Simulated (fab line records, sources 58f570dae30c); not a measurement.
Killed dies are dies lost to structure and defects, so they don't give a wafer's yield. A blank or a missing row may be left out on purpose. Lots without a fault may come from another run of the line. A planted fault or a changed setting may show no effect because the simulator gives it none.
Which tool did it? | flow berkeley_cmos170 | 7 lots, 21 wafers sampled, at 2 steps of a route of 331

WHAT THE GAUGES READ, wafer by wafer
UCB170_PWELL_THK_MEAS_03.
lot  | measured    | on            | PWELL_OXIDE_THK (nm)
L347 | day 3 04:24 | film_metro-01 | 25.8 26.1 25.9
L349 | day 3 13:46 | film_metro-03 | 26.7 26.1 26.6
L351 | day 4 00:44 | film_metro-03 | 25.6 25.7 25.5
L353 | day 4 10:15 | film_metro-01 | 25.3 26.4 25.7
L357 | day 5 12:30 | film_metro-03 | 24.0 24.1 24.4
L359 | day 5 12:32 | film_metro-01 | 23.6 23.8 23.5
L368 | day 7 16:36 | film_metro-04 | 25.6 26.5 25.6

WHICH TOOL RAN EACH LOT (tool, then ch and the chambers of the sampled wafers, then the start)
lot  | UCB170_PWELL_OXIDATION_02
L347 | furnace-01 ch 0, day 3 03:02
L349 | furnace-02 ch 0, day 3 12:25
L351 | furnace-04 ch 0, day 3 23:22
L353 | furnace-04 ch 0, day 4 08:54
L357 | furnace-04 ch 0, day 5 11:08
L359 | furnace-04 ch 0, day 5 11:08
L368 | furnace-02 ch 0, day 7 15:15
- UCB170_PWELL_OXIDATION_02: target thk 26.4 nm, ox time 1260 s.

THE ANSWER, worked out from the rows above alone
Rule: what is usual is taken from the lots themselves. Put in order of their means at a reading, lots are off if they are a third of the lots or fewer, leave a main group of 4 or more, and stand apart from it by a gap of 3 or more times the standard deviation of the main group's means; of several such gaps the widest counts. A main group whose means are all the same, to the digits that the tables above print for the reading, isn't used. A lot without any number at a reading at which 4 lots or more have one is off too. The other lots that the step has rows for count as sound.
Off: L357, L359, at UCB170_PWELL_THK_MEAS_03 (PWELL_OXIDE_THK). The main group: mean 25.9 nm, standard deviation 0.29.
A tool fits if, at a process step before that reading, it ran every lot that is off, and no sound lot after the first of them. The gauges at UCB170_PWELL_THK_MEAS_03 are tried like those tools. One fits: furnace-04 at UCB170_PWELL_OXIDATION_02. Its last sound lot is L353 (day 4 08:54), its first lot that is off L357 (day 5 11:08): a fault that began between those two fits.

WHAT THE SIMULATOR HAD PUT IN
Process parameter drift: furnace-04, from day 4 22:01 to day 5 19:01, at UCB170_PWELL_OXIDATION_02. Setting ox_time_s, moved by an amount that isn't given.
Lots struck among those shown: L357, L359. The rule above found the same.
